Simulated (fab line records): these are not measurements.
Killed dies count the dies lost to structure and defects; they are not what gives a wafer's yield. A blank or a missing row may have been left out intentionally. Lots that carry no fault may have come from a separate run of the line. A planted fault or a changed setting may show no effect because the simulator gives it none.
Split-lot experiment | flow berkeley_cmos170 | on a route of 331 steps: 5 lots, 23 wafers read

## ABOUT THE SPLIT
At UCB170_M3_METAL_ETCH_18 (etches Al in Cl2/BCl3, stops on SiO2, target depth 1170 nm, time 195 s), the setting over_etch_frac was moved away from the recipe's 0.3 on 7 of the 23 wafers read, by -29.2% to -20.6%. This setting was run at the recipe's value on the other wafers.

The file shows no step between the split and the reading.

## THE READING
oes_product_au, in a.u., at UCB170_M3_STRIP_19 (strips in O2). A value of 0.531 a.u. with a standard deviation of 0.018 a.u. is what fault-free wafers of this fab line usually give.

wafer  | tool, chamber at the split | over_etch_frac as run | against the recipe | oes_product_au, a.u. | against lot-mates on the recipe
L076.1 | rie_metal-01, 0            | 0.3                   | recipe             | 0.526                | -
L076.2 | rie_metal-01, 1            | 0.3                   | recipe             | 0.543                | -
L076.3 | rie_metal-01, 1            | 0.2123                | -29.2%             | 0.595                | +0.060
L076.4 | rie_metal-01, 0            | 0.2123                | -29.2%             | 0.569                | +0.034
L076.5 | rie_metal-01, 1            | 0.2123                | -29.2%             | 0.581                | +0.046
L078.1 | rie_metal-02, 1            | 0.3                   | recipe             | 0.543                | -
L078.4 | rie_metal-02, 1            | 0.3                   | recipe             | 0.541                | -
L078.6 | rie_metal-02, 0            | 0.3                   | recipe             | 0.536                | -
L081.1 | rie_metal-03, 0            | 0.3                   | recipe             | 0.537                | -
L081.2 | rie_metal-03, 1            | 0.3                   | recipe             | 0.508                | -
L081.3 | rie_metal-03, 1            | 0.3                   | recipe             | 0.503                | -
L081.5 | rie_metal-03, 1            | 0.3                   | recipe             | 0.511                | -
L081.6 | rie_metal-03, 0            | 0.3                   | recipe             | 0.543                | -
L084.1 | rie_metal-01, 0            | 0.3                   | recipe             | 0.515                | -
L084.2 | rie_metal-01, 1            | 0.3                   | recipe             | 0.541                | -
L084.3 | rie_metal-01, 0            | 0.2382                | -20.6%             | 0.558                | +0.031
L084.5 | rie_metal-01, 1            | 0.2382                | -20.6%             | 0.569                | +0.042
L084.6 | rie_metal-01, 0            | 0.3                   | recipe             | 0.525                | -
L085.2 | rie_metal-02, 1            | 0.3                   | recipe             | 0.539                | -
L085.3 | rie_metal-02, 0            | 0.3                   | recipe             | 0.533                | -
L085.4 | rie_metal-02, 1            | 0.223                 | -25.7%             | 0.587                | +0.047
L085.5 | rie_metal-02, 0            | 0.3                   | recipe             | 0.547                | -
L085.6 | rie_metal-02, 1            | 0.223                 | -25.7%             | 0.590                | +0.050

FIT RESULTS
A straight line over all 23 wafers: oes_product_au changes by -0.00186 a.u. for each +1% of over_etch_frac; r = -0.87; the points scatter about the line by 0.013 a.u.
The same after taking each lot's own level away (the mean of its wafers on the recipe; 23 wafers): -0.00172 a.u. for each +1%; r = -0.90; scatter 0.011 a.u.
That fit puts the effect of the largest move of over_etch_frac on the reading at 0.05 a.u.
Measured against the standard deviation above, the lots' own levels, which go from 0.5204 to 0.5400 a.u., span 1.1 times it.
So the lot-to-lot level changes the slope little: the two slopes agree.
Check: with one of the wafers moved furthest among these (-29.2%) left out of the fit, the line predicts +0.0481 a.u. for it against its lot-mates. It came out at +0.0605 a.u. against them.
Tool readings at the split's step, against how far the setting was moved: oes_product_au r = -0.70.

## THESE WAFERS: OTHER SPLITS
Before the reading, these wafers also passed through other splits. Each is held against what the fit with the lots' levels taken away leaves over:
other split on the same wafers | wafers away from the commonest value | r with oes_product_au (lot level and that fit taken away)
UCB170_M2_METAL_ETCH_18 time_s | 7                                    | +0.04

## THE WHOLE CHAIN: every reading that the file lists as answering this split, in the file's order
step                    | what it does                                                           | reading                                                                   | change (the file's fit)                   | r (the file's)
UCB170_M3_METAL_ETCH_18 | etches Al in Cl2/BCl3, stops on SiO2, target depth 1170 nm, time 195 s | oes_product_au                                                            | -0.00139 a.u. for each +1% of the setting | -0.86
UCB170_M3_METAL_ETCH_18 | etches Al in Cl2/BCl3, stops on SiO2, target depth 1170 nm, time 195 s | KrF_of_M3_COAT_10.thk_nm (the simulator's own value, which no gauge read) | -1.64 nm for each +1% of the setting      | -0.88
UCB170_M3_STRIP_19      | strips in O2                                                           | oes_product_au                                                            | -0.00174 a.u. for each +1% of the setting | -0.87

## FILE'S OWN FIT
oes_product_au changes by -0.00174 a.u. for each +1% of over_etch_frac, r = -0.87.
